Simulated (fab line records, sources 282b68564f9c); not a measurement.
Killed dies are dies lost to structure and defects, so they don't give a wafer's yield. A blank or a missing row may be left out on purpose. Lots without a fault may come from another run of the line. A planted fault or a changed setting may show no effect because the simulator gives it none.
fab line records | flow rit_cmos
record lots=14 wafers=42 last_day=8
route steps=202 shown FOX1@21 PWELL@48 PLDD@120 PSD@150 M1@202
lots that met no fault: from a run of the same line without faults
start_h: hours from the record's first day to the start of the lot's first wafer shown | wait_h: hours since the lot's step before | " the same as in the row above | L1.1+2: a row that stands for several wafers | - no value, or no start given | * or withheld: withheld | < > ~ a bound
route shown NAME@n: a module of which the file shows steps, and the number in the route of the first | usual: mean/standard deviation of fault-free wafers | same: alike in all rows | chamber/n: place in a boat | sites: the reading at each site | _std_site: their standard deviation | _edge_site: outer sites' mean less inner sites' | radius_mm: how far each site lies from the wafer's centre | mask NAME#n: copy n | behind: the tool/chamber that last shaped the wafer | hold: why the lot was held/for how many hours/how that ended | device: the transistor (n, p or np) that didn't switch | end of line: the same wafers' tests at the end of the route | a step without rows: its recipe alone | killed: dies lost to structure and defects at the first sort, not the wafer's yield | map: a wafer's dies, x killed, . not, _ none there
set.NAME: the setting as run; set.NAME@STEP: as run at that earlier step | model.NAME: the simulator's own value behind a step, which no gauge read
steps of the route over a sample of lots; a table a step, a row a wafer
services: from which hour (start_h, from the record's first day; less than 0 if before it) a tool's chamber was out of use, for how many hours, and why
## steps
# step RIT_FOX1_THK_MEAS_01
# recipe reads=SiO2_of_FOX1_OXIDATION_00
# usual FOX1_OXIDE_THK=349/6.1
# columns lot.wafer tool chamber start_h wait_h FOX1_OXIDE_THK[nm]
L585.2 film_metro-03 - 17.94 0.0 338
L585.3 " - " " 342
L585.4 " - " " 340
L588.2 film_metro-02 - 32.04 0.0 350
L588.3 " - " " 351
L588.5 " - " " 354
L589.1 film_metro-03 - 38.57 0.0 361
L589.4 " - " " 357
L589.5 " - " " 358
L590.1 film_metro-02 - 41.82 0.0 348
L590.3 " - " " 351
L590.6 " - " " 344
L591.1 film_metro-02 - 47.31 0.0 338
L591.3 " - " " 347
L591.4 " - " " 345
L592.1 film_metro-02 - 51.95 0.0 343
L592.4 " - " " 351
L592.6 " - " " 342
L593.2 film_metro-02 - 56.85 0.0 341
L593.4 " - " " 348
L593.6 " - " " 347
L594.2 film_metro-02 - 64.61 0.0 346
L594.3 " - " " 346
L594.4 " - " " 349
L596.1 film_metro-03 - 72.11 0.0 351
L596.3 " - " " 354
L596.5 " - " " 361
L601.1 film_metro-02 - 98.03 0.0 350
L601.2 " - " " 346
L601.5 " - " " 348
L602.3 film_metro-03 - 104.74 0.0 355
L602.4 " - " " 351
L602.6 " - " " 348
L606.1 film_metro-02 - 125.04 0.0 349
L606.4 " - " " 355
L606.5 " - " " 342
L607.1 film_metro-04 - 131.30 0.0 354
L607.4 " - " " 353
L607.6 " - " " 352
L608.1 film_metro-02 - 138.62 0.0 348
L608.2 " - " " 346
L608.6 " - " " 343
# step RIT_PWELL_STRIP_09
# recipe chemistry=O2 time_s=180 resist=NOVOLAK platen_temp_c=withheld power_w=500 pressure_mtorr=4000 o2_flow_sccm=4000
# usual drypump_motor_current_A=5.9/0.31 rf_refl_power_W=7.2/1.9
# same time_s=180
# columns lot.wafer tool chamber start_h wait_h drypump_motor_current_A rf_hours_counter_h rf_refl_power_W
L585.2 plasma_asher-02 0 23.57 0.1 6.2 37 8.3
L585.3 " 0 " " 6.2 - 8.3
L585.4 " 1 " " 5.5 - 9.4
L588.2 plasma_asher-01 1 38.10 0.1 6.0 23 8.0
L588.3 " 0 " " 6.5 - 9.2
L588.5 " 1 " " 6.0 - 7.9
L589.1 plasma_asher-04 1 45.23 0.1 5.8 42 4.7
L589.4 " 0 " " 5.9 - 5.3
L589.5 " 0 " " 5.9 - 5.5
L590.1 plasma_asher-02 0 47.51 0.1 6.2 40 8.5
L590.3 " 0 " " 6.2 - 8.2
L590.6 " 1 " " 5.5 - 9.3
L591.1 plasma_asher-02 1 53.92 0.1 5.5 40 9.3
L591.3 " 1 " " 5.5 - 9.4
L591.4 " 0 " " 6.2 - 8.6
L592.1 plasma_asher-01 0 57.26 0.1 6.6 25 9.2
L592.4 " 0 " " 6.5 - 9.0
L592.6 " 0 " " 6.5 - 9.0
L593.2 plasma_asher-01 1 63.96 0.1 6.0 26 8.1
L593.4 " 1 " " 6.0 - 8.2
L593.6 " 1 " " 6.0 - 8.2
L594.2 plasma_asher-04 0 70.23 0.1 5.9 45 5.5
L594.3 " 1 " " 5.7 - 4.7
L594.4 " 0 " " 5.9 - 5.5
L596.1 plasma_asher-04 0 77.76 0.1 5.9 46 5.4
L596.3 " 1 " " 5.8 - 5.0
L596.5 " 0 " " 5.9 - 5.5
L601.1 plasma_asher-04 0 104.87 0.1 5.9 49 5.5
L601.2 " 1 " " 5.8 49 4.6
L601.5 " 1 " " 5.8 - 4.6
L602.3 plasma_asher-04 1 110.27 0.1 5.7 - 4.8
L602.4 " 0 " " 5.9 - 5.6
L602.6 " 1 " " 5.8 - 4.9
L606.1 plasma_asher-04 0 134.15 0.1 5.9 52 5.2
L606.4 " 1 " " 5.7 - 4.7
L606.5 " 0 " " 5.9 - 5.7
L607.1 plasma_asher-01 0 137.56 0.1 6.5 34 9.0
L607.4 " 1 " " 6.0 - 8.2
L607.6 " 1 " " 6.0 - 8.2
L608.1 plasma_asher-04 1 146.41 0.1 5.8 53 4.8
L608.2 " 0 " " 5.9 53 5.5
L608.6 " 1 " " 5.8 - 4.7
# step RIT_PLDD_OVL_MEAS_06
# usual PLDD_OVL=-0.5/1.5
# columns lot.wafer tool chamber start_h wait_h PLDD_OVL[nm]
L585.2 overlay-01 - 43.71 - 0.6
L585.3 " - " " 2.0
L585.4 " - " " 2.1
L588.2 overlay-02 - 58.14 - 0.1
L588.3 " - " " 1.9
L588.5 " - " " 0.1
L589.1 overlay-01 - 65.80 - -2.4
L589.4 " - " " -1.6
L589.5 " - " " -4.2
L590.1 overlay-01 - 68.95 - 3.7
L590.3 " - " " 3.0
L590.6 " - " " 3.7
L591.1 overlay-02 - 73.60 - -0.9
L591.3 " - " " 0.1
L591.4 " - " " -0.7
L592.1 overlay-01 - 77.56 - 0.3
L592.4 " - " " -0.9
L592.6 " - " " -0.4
L593.2 overlay-01 - 84.04 - 0.3
L593.4 " - " " 0.1
L593.6 " - " " 0.4
L594.2 overlay-02 - 90.03 - -1.4
L594.3 " - " " -0.6
L594.4 " - " " 0.4
L596.1 overlay-02 - 98.13 - -2.7
L596.3 " - " " 0.4
L596.5 " - " " 0.0
L601.1 overlay-02 - 127.45 - -0.1
L601.2 " - " " -0.7
L601.5 " - " " -0.3
L602.3 overlay-02 - 131.14 - -0.7
L602.4 " - " " -1.6
L602.6 " - " " -1.8
L606.1 overlay-02 - 158.50 - -0.2
L606.4 " - " " -2.9
L606.5 " - " " -2.5
L607.1 overlay-02 - 161.03 - -0.4
L607.4 " - " " -0.9
L607.6 " - " " 0.3
L608.1 overlay-01 - 171.77 - -2.3
L608.2 " - " " -2.0
L608.6 " - " " -1.5
# step RIT_PSD_IMPLANT_08
# recipe species=BF2 energy_kev=27 dose_cm2=5e+15 tilt_deg=7
# usual beam_energy_keV=26.997/0.0084
# columns lot.wafer tool chamber start_h wait_h beam_energy_keV
L585.2 implanter-01 0 49.51 0.1 27.001
L585.3 " 0 " " 27.011
L585.4 " 0 " " 26.990
L588.2 implanter-03 0 64.31 0.1 26.981
L588.3 " 0 " " 27.002
L588.5 " 0 " " 26.987
L589.1 implanter-03 0 71.78 0.1 26.994
L589.4 " 0 " " 26.999
L589.5 " 0 " " 27.007
L590.1 implanter-01 0 74.57 0.1 26.982
L590.3 " 0 " " 26.998
L590.6 " 0 " " 26.979
L591.1 implanter-04 0 79.57 0.1 27.008
L591.3 " 0 " " 26.996
L591.4 " 0 " " 27.008
L592.1 implanter-03 0 83.24 0.1 18.903
L592.4 " 0 " " 18.899
L592.6 " 0 " " 18.902
L593.2 implanter-03 0 90.07 0.1 18.902
L593.4 " 0 " " 18.903
L593.6 " 0 " " 18.901
L594.2 implanter-04 0 96.66 0.1 26.988
L594.3 " 0 " " 27.005
L594.4 " 0 " " 27.008
L596.1 implanter-04 0 103.90 0.1 27.000
L596.3 " 0 " " 26.997
L596.5 " 0 " " 26.988
L601.1 implanter-01 0 133.24 0.1 26.990
L601.2 " 0 " " 27.000
L601.5 " 0 " " 26.997
L602.3 implanter-04 0 137.21 0.1 27.001
L602.4 " 0 " " 27.006
L602.6 " 0 " " 27.000
L606.1 implanter-03 0 164.43 0.1 26.992
L606.4 " 0 " " 26.997
L606.5 " 0 " " 26.995
L607.1 implanter-01 0 166.69 0.1 26.999
L607.4 " 0 " " 26.998
L607.6 " 0 " " 26.987
L608.1 implanter-04 0 178.24 0.1 27.007
L608.2 " 0 " " 27.005
L608.6 " 0 " " 27.005
# step RIT_PSD_TW_MEAS_10
# usual PSD_TW=3428/16
# columns lot.wafer tool chamber start_h wait_h PSD_TW
L585.2 film_metro-04 - 49.82 0.1 3403
L585.3 " - " " 3415
L585.4 " - " " 3393
L588.2 film_metro-04 - 64.62 0.1 3432
L588.3 " - " " 3426
L588.5 " - " " 3428
L589.1 film_metro-04 - 72.10 0.1 3406
L589.4 " - " " 3424
L589.5 " - " " 3442
L590.1 film_metro-02 - 74.90 0.1 3422
L590.3 " - " " 3434
L590.6 " - " " 3418
L591.1 film_metro-04 - 79.90 0.1 3454
L591.3 " - " " 3441
L591.4 " - " " 3442
L592.1 film_metro-04 - 83.56 0.1 3147
L592.4 " - " " 3164
L592.6 " - " " 3134
L593.2 film_metro-01 - 90.38 0.1 3142
L593.4 " - " " 3141
L593.6 " - " " 3135
L594.2 film_metro-04 - 96.97 0.1 3425
L594.3 " - " " 3408
L594.4 " - " " 3427
L596.1 film_metro-02 - 104.23 0.1 3429
L596.3 " - " " 3433
L596.5 " - " " 3400
L601.1 film_metro-04 - 133.56 0.1 3459
L601.2 " - " " 3470
L601.5 " - " " 3469
L602.3 film_metro-04 - 137.51 0.1 3423
L602.4 " - " " 3437
L602.6 " - " " 3440
L606.1 film_metro-01 - 164.76 0.1 3420
L606.4 " - " " 3422
L606.5 " - " " 3439
L607.1 film_metro-01 - 167.02 0.1 3416
L607.4 " - " " 3420
L607.6 " - " " 3427
L608.1 film_metro-01 - 178.56 0.1 3452
L608.2 " - " " 3434
L608.6 " - " " 3449
# step RIT_SDANNEAL_RS_MEAS_04
# recipe thk_meas_gauge=four-point-probe
# usual PSD_RS=115.84/0.24
# columns lot.wafer tool chamber start_h wait_h PSD_RS[ohm/sq]
L585.2 film_metro-01 - 50.37 0.1 115.63
L585.3 " - " " 115.92
L585.4 " - " " 115.74
L588.2 film_metro-04 - 65.13 0.1 116.07
L588.3 " - " " 116.07
L588.5 " - " " 116.04
L589.1 film_metro-04 - 72.59 0.0 116.04
L589.4 " - " " 115.75
L589.5 " - " " 115.62
L590.1 film_metro-01 - 75.40 0.0 115.84
L590.3 " - " " 115.88
L590.6 " - " " 115.73
L591.1 film_metro-02 - 80.42 0.0 115.46
L591.3 " - " " 115.79
L591.4 " - " " 115.70
L592.1 film_metro-04 - 84.07 0.0 137.93
L592.4 " - " " 138.24
L592.6 " - " " 137.63
L593.2 film_metro-04 - 90.91 0.1 138.50
L593.4 " - " " 138.16
L593.6 " - " " 137.86
L594.2 film_metro-01 - 97.46 0.1 115.65
L594.3 " - " " 115.49
L594.4 " - " " 115.86
L596.1 film_metro-01 - 104.71 0.0 115.59
L596.3 " - " " 115.71
L596.5 " - " " 115.59
L601.1 film_metro-04 - 134.05 0.0 115.88
L601.2 " - " " 116.01
L601.5 " - " " 115.55
L602.3 film_metro-04 - 138.01 0.1 115.96
L602.4 " - " " 115.77
L602.6 " - " " 115.54
L606.1 film_metro-01 - 165.25 0.0 115.84
L606.4 " - " " 116.06
L606.5 " - " " 115.65
L607.1 film_metro-04 - 167.52 0.0 115.52
L607.4 " - " " 115.79
L607.6 " - " " 115.69
L608.1 film_metro-04 - 179.06 0.0 115.79
L608.2 " - " " 115.85
L608.6 " - " " 115.67
# step RIT_M1_PROBE_99
# usual killed_at_M0_to_M3=0.0/0.14 killed_at_contacts=0.0/0.25 killed_at_front_end=6.6/2.7 killed_dies=6.7/2.7 killed_open=3.3/1.9 killed_short=3.4/1.9
# same gross_dies=264 killed_at_M4_up=0 killed_at_back_side=0 killed_at_other=0
# columns lot.wafer tool chamber start_h wait_h killed_at_M0_to_M3 killed_at_contacts killed_at_front_end killed_dies killed_open killed_short
L585.2 prober-01 - 58.51 0.1 0 0 4 4 1 3
L585.3 prober-01 - 58.56 0.2 0 0 7 7 4 3
L585.4 prober-01 - 58.61 0.2 0 0 6 6 4 2
L601.1 prober-01 - 144.10 0.1 0 0 8 8 4 4
L601.2 prober-01 - 144.15 0.1 0 0 2 2 1 1
L601.5 prober-01 - 144.30 0.2 0 0 2 2 1 1
L602.3 prober-01 - 148.30 0.2 0 0 6 6 2 4
L602.4 prober-01 - 148.35 0.2 0 0 7 7 6 1
L602.6 prober-01 - 148.45 0.2 0 0 5 5 3 2
# killed by level:class
L585.2 GATE:geometric_particle:short=2 FOX1:geometric_particle:short=1 GATE:geometric_particle:open=1
L585.3 GATE:geometric_particle:open=3 FOX1:geometric_particle:short=1 FOX2:geometric_particle:short=1 FOX2:geometric_particle:open=1 GATE:geometric_particle:short=1
L585.4 GATE:geometric_particle:open=3 ACTIVE:geometric_particle:open=1 FOX1:geometric_particle:short=1 SILICIDE:geometric_particle:short=1
L601.1 GATE:geometric_particle:open=4 FOX2:geometric_particle:short=1 GATE:geometric_particle:short=1 REOX:geometric_particle:short=1 SILICIDE:geometric_particle:short=1
L601.2 FOX2:geometric_particle:short=1 GATE:geometric_particle:open=1
L601.5 REOX:geometric_particle:short=1 REOX:geometric_particle:open=1
L602.3 GATE:geometric_particle:short=2 SPACER:geometric_particle:short=2 GATE:geometric_particle:open=1 SILICIDE:geometric_particle:open=1
L602.4 GATE:geometric_particle:open=5 REOX:geometric_particle:open=1 SPACER:geometric_particle:short=1
L602.6 FOX1:geometric_particle:short=1 FOX2:geometric_particle:open=1 GATE:geometric_particle:open=1 GATE:geometric_particle:short=1 REOX:geometric_particle:open=1
## services
# columns tool chamber start_h hours kind
implanter-03 - 0.88 2.3 pm
plasma_asher-01 - 18.18 1.8 repair
plasma_asher-01 - 19.20 6.0 repair
plasma_asher-02 - 43.78 0.9 repair
implanter-03 - 57.48 2.4 pm
implanter-03 - 91.23 1.7 repair
implanter-04 - 106.25 4.0 repair
implanter-01 - 110.63 8.1 repair
implanter-04 - 132.64 3.3 pm
plasma_asher-01 - 175.77 4.3 repair
## key
first_sign step=RIT_PSD_IMPLANT_08 reading=beam_energy_keV direction=down sigmas=99+ usual=26.997 struck=18.902
effect step=RIT_PSD_TW_MEAS_10 reading=PSD_TW direction=down sigmas=18 usual=3428 struck=3144
effect step=RIT_SDANNEAL_RS_MEAS_04 reading=PSD_RS direction=up sigmas=94 usual=115.84 struck=138.05
met_at RIT_PSD_IMPLANT_08
struck_lots L592,L593
tester_left_out L592,L593
not_acting_at RIT_FOX1_THK_MEAS_01,RIT_PWELL_STRIP_09,RIT_PLDD_OVL_MEAS_06
onset_between 71.78 83.24
fault kind=process_parameter_drift tool=implanter-03 chamber=- onset_h=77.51 steps=RIT_PSD_IMPLANT_08 channel=energy_kev offset=-8.1 shape=step end_h=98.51 acts_in=these_recipes_only stated=27
# tester_left_out: of these lots the tester's yield and bins aren't shown, on N5 and GAA mostly nor the transistor test; their killed dies are dies lost to structure and defects alone, not to doping, threshold or leakage, so they don't give the yield
